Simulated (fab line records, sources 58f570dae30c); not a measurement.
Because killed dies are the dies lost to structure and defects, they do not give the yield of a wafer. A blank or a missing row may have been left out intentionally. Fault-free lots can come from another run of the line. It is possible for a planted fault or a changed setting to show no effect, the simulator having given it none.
The tool behind it: which one? | flow berkeleyCmos170 | 6 lots, 18 wafers sampled, at 1 step of a route of 331

== WHAT EACH GAUGE READ, for each wafer ==
UCB170_NWELL_THK_MEAS_02.
lot  | measured    | on           | NWELL_OXIDE_THK (nm)
L264 | day 2 05:33 | filmMetro-01 | 27.3 27.3 27.3
L275 | day 4 10:31 | filmMetro-03 | 27.0 27.2 27.2
L278 | day 4 22:46 | filmMetro-04 | 26.5 26.3 26.4
L281 | day 5 15:47 | filmMetro-01 | 25.6 25.8 25.9
L284 | day 6 05:40 | filmMetro-01 | 26.8 26.9 27.0
L286 | day 6 16:16 | filmMetro-01 | 27.4 27.2 27.6

== TOOL THAT RAN EACH LOT (tool first, then ch and the chambers of the sampled wafers, then the start) ==
The record shows no process step preceding these readings.

== THE ANSWER, worked out from the rows above alone ==
Rule: usual is defined by the lots themselves. The widest of any qualifying gaps counts: lots, ordered by their means at a reading, are off when they make up no more than a third of the lots, leave a main group of 4 or more, and stand apart from it by 3 or more times the standard deviation of that group's means. Not used: any main group whose means are identical at the precision the tables above print for the reading. Also off: a lot with no number at a reading for which 4 or more lots have one. The other lots that the step has rows for count as sound.
No lot is off on any of the readings shown, so nothing can be concluded from this.

== WHAT HAD BEEN PUT IN BY THE SIMULATOR ==
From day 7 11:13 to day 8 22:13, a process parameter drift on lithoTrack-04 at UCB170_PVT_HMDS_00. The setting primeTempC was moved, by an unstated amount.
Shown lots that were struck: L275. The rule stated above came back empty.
